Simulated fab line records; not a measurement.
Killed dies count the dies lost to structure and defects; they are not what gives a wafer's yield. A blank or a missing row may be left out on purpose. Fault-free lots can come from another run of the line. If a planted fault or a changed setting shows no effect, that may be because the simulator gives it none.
Which of the tools did it? :: flow berkeley_cmos170 :: 42 wafers from 14 lots sampled at 5 of the route's 331 steps

== WHAT THE GAUGES SHOWED, per wafer ==
UCB170_START_BOW_MEAS_00.
lot: L176
measured: day 1 10:00
on: film_metro-02
INCOMING_BOW (um): 0 1 3

lot: L177
measured: day 1 15:01
on: film_metro-03
INCOMING_BOW (um): 2 -6 0

lot: L178
measured: day 1 20:02
on: film_metro-03
INCOMING_BOW (um): 5 0 -2

lot: L180
measured: day 2 06:01
on: film_metro-02
INCOMING_BOW (um): -2 3 7

lot: L182
measured: day 2 16:00
on: film_metro-03
INCOMING_BOW (um): -7 -5 -12

lot: L184
measured: day 3 02:00
on: film_metro-03
INCOMING_BOW (um): 10 5 -3

lot: L187
measured: day 3 17:01
on: film_metro-03
INCOMING_BOW (um): 6 -10 -4

lot: L188
measured: day 3 22:00
on: film_metro-02
INCOMING_BOW (um): -2 0 3

lot: L193
measured: day 4 23:04
on: film_metro-02
INCOMING_BOW (um): 10 -2 2

lot: L194
measured: day 5 04:00
on: film_metro-01
INCOMING_BOW (um): 13 -6 -8

lot: L195
measured: day 5 09:00
on: film_metro-03
INCOMING_BOW (um): 6 -4 -10

lot: L197
measured: day 5 19:00
on: film_metro-01
INCOMING_BOW (um): -6 -8 4

lot: L198
measured: day 6 00:01
on: film_metro-01
INCOMING_BOW (um): 1 4 8

lot: L199
measured: day 6 05:00
on: film_metro-02
INCOMING_BOW (um): 0 5 11

UCB170_ACTIVE_CD_MEAS_13: target cd 1200 nm.
lot: L176
measured: day 4 12:38
on: cd_sem-01
cd_nm (nm): 1199.8 1201.5 1200.4

lot: L177
measured: day 5 04:53
on: cd_sem-02
cd_nm (nm): 1196.0 1195.8 1196.5

lot: L178
measured: day 5 05:07
on: cd_sem-01
cd_nm (nm): 1194.6 1193.4 1193.0 1194.2 1193.2 1193.0

lot: L180
measured: day 5 04:44
on: cd_sem-01
cd_nm (nm): 1198.6 1197.7 1197.6

lot: L182
measured: day 5 21:29
on: cd_sem-02
cd_nm (nm): 1200.3 1201.2 1199.9

lot: L184
measured: day 6 14:19
on: cd_sem-01
cd_nm (nm): 1193.4 1194.3 1193.7 1193.7 1194.2 1193.8

lot: L187
measured: day 7 04:38
on: cd_sem-01
cd_nm (nm): 1200.0 1199.2 1200.4

lot: L188
measured: day 7 07:47
on: cd_sem-01
cd_nm (nm): 1201.4 1201.2 1199.7

lot: L193
measured: day 8 07:46
on: cd_sem-01
cd_nm (nm): 1199.7 1201.4 1200.2

lot: L194
measured: day 8 07:38
on: cd_sem-02
cd_nm (nm): 1199.0 1200.9 1199.8

lot: L195
measured: day 8 23:02
on: cd_sem-01
cd_nm (nm): 1200.4 1199.8 1200.0

lot: L197
measured: day 9 15:59
on: cd_sem-02
cd_nm (nm): 1198.0 1200.2 1199.1

lot: L198
measured: day 9 15:49
on: cd_sem-01
cd_nm (nm): 1199.2 1199.3 1200.8

lot: L199
measured: day 9 16:47
on: cd_sem-01
cd_nm (nm): 1199.2 1199.7 1200.2

UCB170_PFIELD_TW_MEAS_09.
lot: L176
measured: day 4 15:02
on: film_metro-03
PFIELD_TW: 605.9 603.1 601.7

lot: L177
measured: day 5 09:11
on: film_metro-01
PFIELD_TW: 608.0 603.6 602.6

lot: L178
measured: day 5 15:26
on: film_metro-01
PFIELD_TW: 603.4 603.7 604.4

lot: L180
measured: day 5 09:22
on: film_metro-03
PFIELD_TW: 601.4 604.7 603.0

lot: L182
measured: day 6 01:12
on: film_metro-01
PFIELD_TW: 599.0 605.1 601.8

lot: L184
measured: day 6 20:45
on: film_metro-01
PFIELD_TW: 601.4 600.6 599.0

lot: L187
measured: day 7 08:39
on: film_metro-01
PFIELD_TW: 600.5 596.9 597.5

lot: L188
measured: day 7 10:09
on: film_metro-01
PFIELD_TW: 599.4 603.2 601.3

lot: L193
measured: day 8 12:50
on: film_metro-03
PFIELD_TW: 607.4 601.5 607.9

lot: L194
measured: day 8 12:16
on: film_metro-01
PFIELD_TW: 600.7 599.8 599.1

lot: L195
measured: day 9 00:58
on: film_metro-01
PFIELD_TW: 602.9 601.9 603.9

lot: L197
measured: day 9 19:42
on: film_metro-03
PFIELD_TW: 607.5 605.2 603.0

lot: L198
measured: day 9 19:27
on: film_metro-04
PFIELD_TW: 598.9 598.1 601.0

lot: L199
measured: day 9 19:44
on: film_metro-01
PFIELD_TW: 601.4 601.9 602.6

UCB170_GATE_THK_MEAS_05.
lot: L176
measured: day 6 21:23
on: film_metro-01
GATE_POLY_THK (nm): 211.6 210.6 211.9

lot: L177
measured: day 7 10:38
on: film_metro-02
GATE_POLY_THK (nm): 213.8 213.8 214.2

lot: L178
measured: day 7 10:43
on: film_metro-04
GATE_POLY_THK (nm): 213.6 211.6 214.2

lot: L180
measured: day 7 10:38
on: film_metro-01
GATE_POLY_THK (nm): 214.7 214.2 215.3

lot: L182
measured: day 8 01:52
on: film_metro-01
GATE_POLY_THK (nm): 210.8 211.9 211.2

lot: L184
measured: day 8 14:12
on: film_metro-02
GATE_POLY_THK (nm): 213.6 214.1 215.4

lot: L187
measured: day 9 15:26
on: film_metro-02
GATE_POLY_THK (nm): 214.9 213.3 213.6

lot: L188
measured: day 9 15:25
on: film_metro-04
GATE_POLY_THK (nm): 212.2 208.5 211.1

lot: L193
measured: day 10 11:39
on: film_metro-01
GATE_POLY_THK (nm): 210.9 209.8 210.7

lot: L194
measured: day 10 11:37
on: film_metro-02
GATE_POLY_THK (nm): 215.9 215.5 216.3

lot: L195
measured: day 10 23:59
on: film_metro-01
GATE_POLY_THK (nm): 212.8 215.8 212.2

lot: L197
measured: day 11 15:29
on: film_metro-01
GATE_POLY_THK (nm): 214.1 212.3 213.1

lot: L198
measured: day 11 15:27
on: film_metro-04
GATE_POLY_THK (nm): 212.7 211.0 213.2

lot: L199
measured: day 11 15:25
on: film_metro-01
GATE_POLY_THK (nm): 214.5 215.1 213.5

== TOOL THAT RAN EACH LOT (tool first, then ch and the chambers of the sampled wafers, then the start) ==
lot: L176
UCB170_ACTIVE_PEB_11: litho_track-02 ch 0, day 4 12:22

lot: L177
UCB170_ACTIVE_PEB_11: litho_track-04 ch 0, day 5 04:37

lot: L178
UCB170_ACTIVE_PEB_11: litho_track-02 ch 0, day 5 04:51

lot: L180
UCB170_ACTIVE_PEB_11: litho_track-02 ch 0, day 5 04:28

lot: L182
UCB170_ACTIVE_PEB_11: litho_track-04 ch 0, day 5 21:13

lot: L184
UCB170_ACTIVE_PEB_11: litho_track-02 ch 0, day 6 14:02

lot: L187
UCB170_ACTIVE_PEB_11: litho_track-04 ch 0, day 7 04:20

lot: L188
UCB170_ACTIVE_PEB_11: litho_track-03 ch 0, day 7 07:31

lot: L193
UCB170_ACTIVE_PEB_11: litho_track-03 ch 0, day 8 07:30

lot: L194
UCB170_ACTIVE_PEB_11: litho_track-04 ch 0, day 8 07:22

lot: L195
UCB170_ACTIVE_PEB_11: litho_track-04 ch 0, day 8 22:46

lot: L197
UCB170_ACTIVE_PEB_11: litho_track-03 ch 0, day 9 15:43

lot: L198
UCB170_ACTIVE_PEB_11: litho_track-02 ch 0, day 9 15:33

lot: L199
UCB170_ACTIVE_PEB_11: litho_track-04 ch 0, day 9 16:31
- UCB170_ACTIVE_PEB_11

== AS READ BY THE TOOLS THEMSELVES (means over the sampled wafers that have a number; for cases with no such wafer, the mark the record gives instead) ==
The record holds no such reading with a usual standard deviation.

== THE ANSWER, worked out from the rows above alone ==
Rule: usual is defined by the lots themselves. The widest of any qualifying gaps counts: lots, ordered by their means at a reading, are off when they make up no more than a third of the lots, leave a main group of 4 or more, and stand apart from it by 3 or more times the standard deviation of that group's means. A main group is skipped when, at the precision printed for the reading in the tables above, its means are all equal. A lot without any number at a reading at which 4 lots or more have one is off too. The other lots that the step has rows for count as sound. First the gauges in route order, then the tools' own readings, where a lot's mean is used as printed above. The first step at which some lot is off is used, and at that step the reading that is off furthest; a lot without a number counts as furthest.
No lot is off on any of the readings shown, so nothing can be concluded from this.

== WHAT HAD BEEN PUT IN BY THE SIMULATOR ==
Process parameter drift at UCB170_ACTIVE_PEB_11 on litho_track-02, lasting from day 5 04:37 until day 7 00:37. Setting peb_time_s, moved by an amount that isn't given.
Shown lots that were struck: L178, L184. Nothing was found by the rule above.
